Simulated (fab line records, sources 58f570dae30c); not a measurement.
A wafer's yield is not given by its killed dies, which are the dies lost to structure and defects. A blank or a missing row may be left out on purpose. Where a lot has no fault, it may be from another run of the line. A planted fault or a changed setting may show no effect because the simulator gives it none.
Matching of chambers | flow berkeley cmos170 | 3 sister chambers for UCB170_SPACER_CVD_00 on pecvd-04
The step deposits SiO2 from TEOS/O2, target thk 376 nm, time 47 s. 3 wafers are shown with their chamber, then 7 later ones without.

WAFERS, EACH WITH ITS CHAMBER
wafer  | chamber | heater power w (W)
L739.4 | 1       | 202
L743.2 | 0       | 269
L743.3 | 2       | 331

WAFERS MISSING THEIR CHAMBER
wafer  | heater power w (W)
L743.4 | 274
L746.1 | 279
L746.5 | 314
L746.6 | 291
L747.1 | 245
L747.2 | 235
L747.4 | 282

WHICH CHAMBER EACH WENT THROUGH
wafer  | from the rows above     | in truth
L743.4 | 0                       | 0
L746.1 | 0                       | 0
L746.5 | can't be placed: 2 or 0 | 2
L746.6 | can't be placed: 0 or 2 | 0
L747.1 | can't be placed: 0 or 1 | 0
L747.2 | can't be placed: 1 or 0 | 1
L747.4 | can't be placed: 0 or 2 | 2
2 of 7 placed correctly. Can't be placed from these rows: 5 (the true chamber is among the candidates in 5). Placed wrongly: 0.
How it was worked out, from the rows above alone: a wafer's distance from a chamber is the root of the sum, over the readings, of the square of ((its reading less the chamber's mean) divided by the reading's scatter). If the next closest chamber is less than 2 further off than the closest, the wafer can't be placed; otherwise it belongs to the closest. A chamber's mean is the mean of its shown wafers. The scatter: with one shown wafer a chamber, the root of the mean of the squares of how far each hidden wafer lies from its nearest shown one.
